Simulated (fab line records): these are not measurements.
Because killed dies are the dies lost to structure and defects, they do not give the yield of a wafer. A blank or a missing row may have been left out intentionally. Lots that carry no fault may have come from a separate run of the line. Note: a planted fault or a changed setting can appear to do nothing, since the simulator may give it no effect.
fab line records | flow rit_cmos
[record] lots = 5 wafers = 15 last_day = 7
route steps=202 shown PRETRO@67 GATE@75 FOX2@80 M1@202
lots with no fault: from the same line, run without faults
start_h: the number of hours between the record's first day and the start of the first shown wafer of the lot | wait_h: how many hours have passed since the lot's step before this one | " the same as in the row above | L1.1+2: several wafers, shown together as one row | - no value, or no start was given | * or withheld: withheld | < > ~ a bound
route shown NAME@n: a module of which the file shows steps, and the number in the route of the first | usual: mean/standard deviation of fault-free wafers | same: alike in all rows | chamber/n: place in a boat | sites: each site's reading | _std_site: standard deviation of those values | _edge_site: mean of outer sites minus mean of inner sites | radius_mm: for every site, how far away it sits from the centre of the wafer | mask NAME#n: copy n | behind: the most recent tool/chamber to have shaped the wafer | hold: what put the lot on hold/how long, in hours/how the hold closed | device: the n, p or np transistor that did not switch | end of line: the route-end tests of the same wafers | where a step has no rows: the recipe by itself | killed: count of dies lost to structure and defects at first sort (not the wafer's yield) | map: shows each die of a wafer: x if killed, . if not, _ if none is there
set.NAME: the run value of the setting; set.NAME@STEP: its run value at that earlier step | model.NAME: the simulator's own value behind a step, which no gauge read
lots at selected steps of the route; one table per step, one row per wafer
services: the hour from which a tool's chamber was out of use, counted from the record's first day as start_h (under 0 if before that day), plus the number of hours and why
[[steps]]
[step RIT_PRETRO_EXPOSE_03]
[recipe] mask_id = M5 na = 0.57 target_cd_nm = 43700 dose_mj = 250
[step RIT_PRETRO_PEB_04]
[recipe] resist = NOVOLAK temp_c = withheld time_s = withheld
[step RIT_PRETRO_DEVELOP_05]
[recipe] resist = NOVOLAK develop_time_s = 68 dev_temp_c = 23
[step RIT_PRETRO_OVL_MEAS_06]
[usual] PRETRO_OVL = 0.6/1.2
// columns lot.wafer tool chamber start_h wait_h PRETRO_OVL[nm]
L502.3 overlay-01 - 31.84 - 2.6
L502.5 " - " " 2.4
L502.6 " - " " 2.2
L506.2 overlay-02 - 51.93 - 0.4
L506.5 " - " " 1.1
L506.6 " - " " 0.2
L511.2 overlay-01 - 81.25 - 1.3
L511.5 " - " " 2.3
L511.6 " - " " 2.0
L517.2 overlay-01 - 110.50 - 1.0
L517.3 " - " " 1.0
L517.6 " - " " 1.1
L521.3 overlay-02 - 127.96 - -0.6
L521.5 " - " " 0.2
L521.6 " - " " -1.8
[step RIT_PRETRO_HARDBAKE_07]
[recipe] resist = NOVOLAK temp_c = 140 time_s = 120
[step RIT_PRETRO_IMPLANT_08]
[recipe] species = B energy_kev = 45 dose_cm2 = 1.2e+13 tilt_deg = 7
[step RIT_PRETRO_STRIP_09]
[recipe] chemistry = O2 time_s = 180 resist = NOVOLAK platen_temp_c = withheld power_w = 500 pressure_mtorr = 4000 o2_flow_sccm = 4000
[usual] drypump_motor_current_A = 5.7/0.32
[same] time_s = 180
// columns lot.wafer tool chamber start_h wait_h drypump_motor_current_A rf_hours_counter_h
L502.3 plasma_asher-02 0 32.32 0.1 5.6 -
L502.5 " 0 " " 5.6 -
L502.6 " 1 " " 5.7 -
L506.2 plasma_asher-04 1 52.36 0.1 6.5 41
L506.5 " 0 " " 5.4 -
L506.6 " 1 " " 6.4 -
L511.2 plasma_asher-01 1 81.68 0.1 5.4 44
L511.5 " 1 " " 5.4 -
L511.6 " 0 " " 5.9 -
L517.2 plasma_asher-02 1 110.93 0.1 5.7 49
L517.3 " 1 " " 5.7 -
L517.6 " 0 " " 5.6 -
L521.3 plasma_asher-04 0 128.45 0.1 5.5 -
L521.5 " 0 " " 5.5 -
L521.6 " 1 " " 6.5 -
[step RIT_PRETRO_TW_MEAS_10]
[usual] PRETRO_TW = 478.7/2.5
// columns lot.wafer tool chamber start_h wait_h PRETRO_TW
L502.3 film_metro-02 - 32.46 0.1 477.5
L502.5 " - " " 475.1
L502.6 " - " " 476.9
L506.2 film_metro-01 - 52.54 0.1 475.2
L506.5 " - " " 475.9
L506.6 " - " " 471.2
L511.2 film_metro-02 - 81.87 0.1 482.2
L511.5 " - " " 480.7
L511.6 " - " " 480.8
L517.2 film_metro-03 - 111.11 0.1 478.3
L517.3 " - " " 478.7
L517.6 " - " " 477.7
L521.3 film_metro-03 - 128.58 0.1 482.6
L521.5 " - " " 484.6
L521.6 " - " " 481.4
[step RIT_GATE_WET_ETCH_00]
[recipe] chemistry = BOE target = SiO2 target_depth_nm = 56 time_s = 60 dry = n2_spin dilution = 10:1 temp_c = 21.5
[step RIT_GATE_CLEAN_01]
[recipe] chemistry = SC1 mix = 3:3:50 time_s = 600 temp_c = 75
[step RIT_GATE_CLEAN_02]
[recipe] chemistry = dHF dilution = 50:1 time_s = 30
[step RIT_GATE_CLEAN_03]
[recipe] chemistry = SC2 mix = 3:3:50 time_s = 600 temp_c = 75 dry = n2_spin
[step RIT_GATE_CLEAN_04]
[recipe] chemistry = dHF dilution = 50:1 time_s = 60 dry = n2_spin
[usual] run_length_s = 86.6/2.9
// columns lot.wafer tool chamber start_h wait_h run_length_s
L502.3 wet_bench-03 2 32.89 0.0 85.8
L502.5 " 2 " " 85.8
L502.6 " 2 " " 85.8
L506.2 wet_bench-02 2 53.01 0.0 85.4
L506.5 " 2 " " 85.4
L506.6 " 2 " " 85.4
L511.2 wet_bench-02 3 82.34 0.0 143.5
L511.5 " 3 " " 143.5
L511.6 " 3 " " 143.5
L517.2 wet_bench-03 1 111.55 0.0 84.5
L517.3 " 1 " " 84.5
L517.6 " 1 " " 84.5
L521.3 wet_bench-04 2 129.01 0.0 92.8
L521.5 " 2 " " 92.8
L521.6 " 2 " " 92.8
[step RIT_FOX2_THK_MEAS_91]
[recipe] reads = SiO2_of_FOX2_OXIDATION_00
[usual] FIELD_OXIDE_LEFT_2_THK = 258/5.6
// columns lot.wafer tool chamber start_h wait_h FIELD_OXIDE_LEFT_2_THK[nm]
L502.3 film_metro-03 - 32.94 0.0 260
L502.5 " - " " 261
L502.6 " - " " 262
L506.2 film_metro-04 - 53.05 0.0 264
L506.5 " - " " 262
L506.6 " - " " 261
L511.2 film_metro-03 - 82.38 0.0 249
L511.5 " - " " 248
L511.6 " - " " 251
L517.2 film_metro-02 - 111.59 0.0 256
L517.3 " - " " 254
L517.6 " - " " 258
L521.3 film_metro-03 - 129.06 0.0 257
L521.5 " - " " 254
L521.6 " - " " 258
[step RIT_M1_PROBE_99]
[usual] killed_at_front_end = 6.8/2.7 killed_dies = 6.8/2.7 killed_open = 3.4/1.8 killed_short = 3.5/1.7
[same] gross_dies = 264 killed_at_M0_to_M3 = 0 killed_at_M4_up = 0 killed_at_back_side = 0 killed_at_contacts = 0 killed_at_other = 0
// columns lot.wafer tool chamber start_h wait_h killed_at_front_end killed_dies killed_open killed_short
L502.3 prober-01 - 60.29 0.2 3 3 3 0
L502.5 prober-01 - 60.39 0.2 5 5 2 3
L502.6 prober-01 - 60.44 0.2 5 5 3 2
L506.2 prober-01 - 81.19 0.1 7 7 2 5
L506.5 prober-01 - 81.34 0.2 6 6 0 6
L506.6 prober-01 - 81.39 0.2 7 7 3 4
L517.2 prober-01 - 138.36 0.1 6 6 2 4
L517.3 prober-01 - 138.41 0.2 6 6 5 1
L517.6 prober-01 - 138.56 0.2 7 7 5 2
L521.3 prober-02 - 157.69 0.2 8 8 3 5
L521.5 prober-02 - 157.79 0.2 5 5 1 4
L521.6 prober-02 - 157.84 0.2 11 11 5 6
// killed by level:class
L502.3 SPACER:geometric_particle:open=2 GATE:geometric_particle:open=1
L502.5 GATE:geometric_particle:short=3 GATE:geometric_particle:open=1 SILICIDE:geometric_particle:open=1
L502.6 FOX1:geometric_particle:open=2 FOX1:geometric_particle:short=1 REOX:geometric_particle:short=1 REOX:geometric_particle:open=1
L506.2 GATE:geometric_particle:short=3 FOX1:geometric_particle:short=1 FOX2:geometric_particle:open=1 GATE:geometric_particle:open=1 SPACER:geometric_particle:short=1
L506.5 GATE:geometric_particle:short=3 REOX:geometric_particle:short=1 SPACER:geometric_particle:short=1 SILICIDE:geometric_particle:short=1
L506.6 FOX2:geometric_particle:short=2 GATE:geometric_particle:open=2 GATE:geometric_particle:short=1 REOX:geometric_particle:short=1 REOX:geometric_particle:open=1
L517.2 FOX1:geometric_particle:short=2 FOX1:geometric_particle:open=1 GATE:geometric_particle:short=1 SPACER:geometric_particle:short=1 SPACER:geometric_particle:open=1
L517.3 FOX1:geometric_particle:open=2 FOX2:geometric_particle:short=1 GATE:geometric_particle:open=1 REOX:geometric_particle:open=1 SILICIDE:geometric_particle:open=1
L517.6 FOX1:geometric_particle:open=3 GATE:geometric_particle:short=1 REOX:geometric_particle:open=1 SPACER:geometric_particle:short=1 SPACER:geometric_particle:open=1
L521.3 GATE:geometric_particle:open=2 SILICIDE:geometric_particle:short=2 FOX1:geometric_particle:short=1 GATE:geometric_particle:short=1 SPACER:geometric_particle:open=1 REOX:geometric_particle:short=1
L521.5 GATE:geometric_particle:short=2 GATE:geometric_particle:open=1 REOX:geometric_particle:short=1 SPACER:geometric_particle:short=1
L521.6 FOX2:geometric_particle:short=2 SILICIDE:geometric_particle:open=2 SILICIDE:geometric_particle:short=2 FOX1:geometric_particle:short=1 FOX1:geometric_particle:open=1 GATE:geometric_particle:open=1 GATE:geometric_particle:short=1 SPACER:geometric_particle:open=1
[[services]]
// columns tool chamber start_h hours kind
plasma_asher-01 - 14.30 2.7 repair
plasma_asher-04 - 78.79 21.3 repair
plasma_asher-04 - 108.75 9.0 pm
plasma_asher-04 0 108.75 9.0 vent_cycle
plasma_asher-04 1 108.75 9.0 vent_cycle
wet_bench-03 - 116.04 1.7 repair
plasma_asher-04 0 117.75 - clean
plasma_asher-04 1 117.75 - clean
plasma_asher-02 - 126.35 4.3 pm
wet_bench-02 - 128.45 1.8 repair
[[key]]
[first_sign] step = RIT_GATE_CLEAN_04 reading = run_length_s direction = up sigmas = 19 usual = * struck = *
effect none on later readings
met_at RIT_GATE_CLEAN_04
struck_wafers L511.2,L511.5,L511.6
tester_left_out L511
[fault] kind = process_parameter_drift tool = wet_bench-02 chamber = 3 onset_h = 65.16 steps = RIT_GATE_CLEAN_04 channel = time_s offset = * shape = step end_h = 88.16 acts_in = * stated = *
// tester_left_out: of these lots the tester's yield and bins aren't shown, on N5 and GAA mostly nor the transistor test; their killed dies are dies lost to structure and defects alone, not to doping, threshold or leakage, so they don't give the yield
